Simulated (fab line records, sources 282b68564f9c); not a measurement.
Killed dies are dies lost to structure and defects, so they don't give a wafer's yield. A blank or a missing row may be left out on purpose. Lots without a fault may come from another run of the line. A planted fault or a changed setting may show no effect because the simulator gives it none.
A struck lot beside a sound one | flow rit_cmos | 34 steps out of a route of 202
Sound: wafers L268.2, L268.5, L268.6. Struck: wafers L278.1, L278.2, L278.5. The cause comes at the end.
At each step with rows: each side's tool, then ch and its chambers, then its first start. Under that, the readings that differ: sound wafers | struck wafers | difference of the means | sigmas: that difference in standard deviations of wafers without a fault.
alike: readings whose means differ by less than 2 such deviations, and words and numbers that are the same on both sides. not compared: withheld readings, readings that some wafer has no value for, bounds like >300 that may hide the same value, and numbers for which the record gives no deviation and whose values overlap.
The two part at a step that has a row with sigmas, a row that says differs or no value, or rows on one side only. Numbers that don't overlap but have no deviation are shown without sigmas and don't part them. A reading that every wafer of one side lacks parts them only if that side has two wafers or more.

first, 2 steps without rows for these wafers: RIT_SPACER_CLEAN_02 (cleans in SC2, time 600 s); RIT_SPACER_CVD_03 (deposits Si3N4 from SiH2Cl2/NH3, target thk 250 nm, time 3300 s).
RIT_SPACER_THK_MEAS_04:
  sound on film_metro-04, day 5 13:09; struck on film_metro-04, day 7 03:35
  alike: SPACER_NITRIDE_THK
RIT_SPACER_ETCHBACK_05: etches Si3N4 in SF6/CHF3, stops on SiO2, target depth 250 nm, time 240 s.
  sound on rie_diel-02 ch 0,1,3, day 5 13:12; struck on rie_diel-02 ch 0,2,3, day 7 03:39
  alike: drypump_motor_current_A, oes_product_au, rf_fwd_power_W, throttle_valve_pct
  not compared: rf_hours_counter_h
then, 6 steps without rows for these wafers: RIT_NSD_HMDS_00 (prime time 60 s); RIT_NSD_COAT_01 (resist thk 1000 nm); RIT_NSD_SOFTBAKE_02 (time 60 s); RIT_NSD_EXPOSE_03 (exposes mask M9, target cd 40700 nm); RIT_NSD_PEB_04; RIT_NSD_DEVELOP_05 (develop time 50 s).
RIT_NSD_OVL_MEAS_06:
  sound on overlay-01, day 5 14:43; struck on overlay-02, day 7 04:48
  alike: NSD_OVL
then, 1 step without rows for these wafers: RIT_NSD_HARDBAKE_07 (time 60 s).
RIT_NSD_IMPLANT_08:
  sound on implanter-01 ch 0, day 5 14:55; struck on implanter-01 ch 0, day 7 04:59
  reading            | sound                           | struck                           | difference  | sigmas
  dose_ions_cm2      | 1.0007e+15 1.001e+15 1.0008e+15 | 1.1678e+15 1.1692e+15 1.1689e+15 | +1.6780e+14 | +99 or more
  faraday_current_uA | 3186 3355 3070                  | 3681 3649 3610                   | +443        | +7
RIT_NSD_STRIP_09: strips in O2, time 180 s.
  sound on plasma_asher-04 ch 0,1, day 5 15:02; struck on plasma_asher-04 ch 0,1, day 7 05:08
  alike: drypump_motor_current_A
  not compared: rf_hours_counter_h
RIT_NSD_TW_MEAS_10:
  sound on film_metro-02, day 5 15:13; struck on film_metro-01, day 7 05:19
  reading | sound          | struck         | difference | sigmas
  NSD_TW  | 3107 3099 3109 | 3243 3225 3246 | +133       | +9
then, 6 steps without rows for these wafers: RIT_PSD_HMDS_00 (prime time 60 s); RIT_PSD_COAT_01 (resist thk 1000 nm); RIT_PSD_SOFTBAKE_02 (time 60 s); RIT_PSD_EXPOSE_03 (exposes mask M10, target cd 40900 nm); RIT_PSD_PEB_04; RIT_PSD_DEVELOP_05 (develop time 50 s).
RIT_PSD_OVL_MEAS_06:
  sound on overlay-02, day 5 16:47; struck on overlay-02, day 7 06:13
  alike: PSD_OVL
then, 2 steps without rows for these wafers: RIT_PSD_HARDBAKE_07 (time 60 s); RIT_PSD_IMPLANT_08.
RIT_PSD_STRIP_09: strips in O2, time 180 s.
  sound on plasma_asher-04 ch 0,1, day 5 17:29; struck on plasma_asher-01 ch 0,1, day 7 06:33
  alike: drypump_motor_current_A
  not compared: rf_hours_counter_h
RIT_PSD_TW_MEAS_10:
  sound on film_metro-02, day 5 17:40; struck on film_metro-03, day 7 06:44
  alike: PSD_TW
then, 3 steps without rows for these wafers: RIT_SDANNEAL_CLEAN_00 (cleans in SC1, time 600 s); RIT_SDANNEAL_CLEAN_01 (cleans in dHF, time 30 s); RIT_SDANNEAL_CLEAN_02 (cleans in SC2, time 600 s).
RIT_SDANNEAL_RTA_03: time 5 s.
  sound on rtp_anneal-01 ch 0, day 5 18:06; struck on rtp_anneal-01 ch 0, day 7 07:10
  alike: chamber_o2_ppm, wafer_temp_C_max
RIT_SDANNEAL_RS_MEAS_04: measures by four-point-probe.
  sound on film_metro-01, day 5 18:20; struck on film_metro-02, day 7 07:13
  alike: PSD_RS
RIT_SDANNEAL_RS_MEAS_05: measures by four-point-probe.
  sound on film_metro-01, day 5 18:27; struck on film_metro-02, day 7 07:20
  reading         | sound             | struck            | difference | sigmas
  NSD_RS (ohm/sq) | 84.64 84.28 84.77 | 75.11 74.94 74.72 | -9.64      | -37
RIT_SDANNEAL_RS_MEAS_06: measures by four-point-probe.
  sound on film_metro-01, day 5 18:34; struck on film_metro-02, day 7 07:27
  alike: PLDD_RS
RIT_M1_PROBE_99:
  sound on prober-01, day 6 08:19; struck on prober-01, day 7 14:53
  reading                               | sound             | struck          | difference | sigmas
  model.etest.contact_nplus.end_ohm_um  | 42.24 43.32 42.39 | 33.88 33 32.74  | -9.44      |
  model.etest.nmos_0p15.tox_inv_nm (nm) | 4.597 4.567 4.545 | 4.432 4.4 4.477 | -0.133     |
  alike: killed_at_contacts, killed_at_front_end, killed_dies, killed_open, killed_short
  not compared: model.etest.nmos_0p3.r_on_ohm_um

WHERE THEY PART
First at RIT_NSD_IMPLANT_08; last, within this record, at RIT_SDANNEAL_RS_MEAS_05. Later steps at which nothing parts them and some readings are alike: RIT_SDANNEAL_RS_MEAS_06, RIT_M1_PROBE_99.

WHY: what the simulator had put in
Process parameter drift: implanter-01, from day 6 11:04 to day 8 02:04, at RIT_NSD_IMPLANT_08. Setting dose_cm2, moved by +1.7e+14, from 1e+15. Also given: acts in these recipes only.
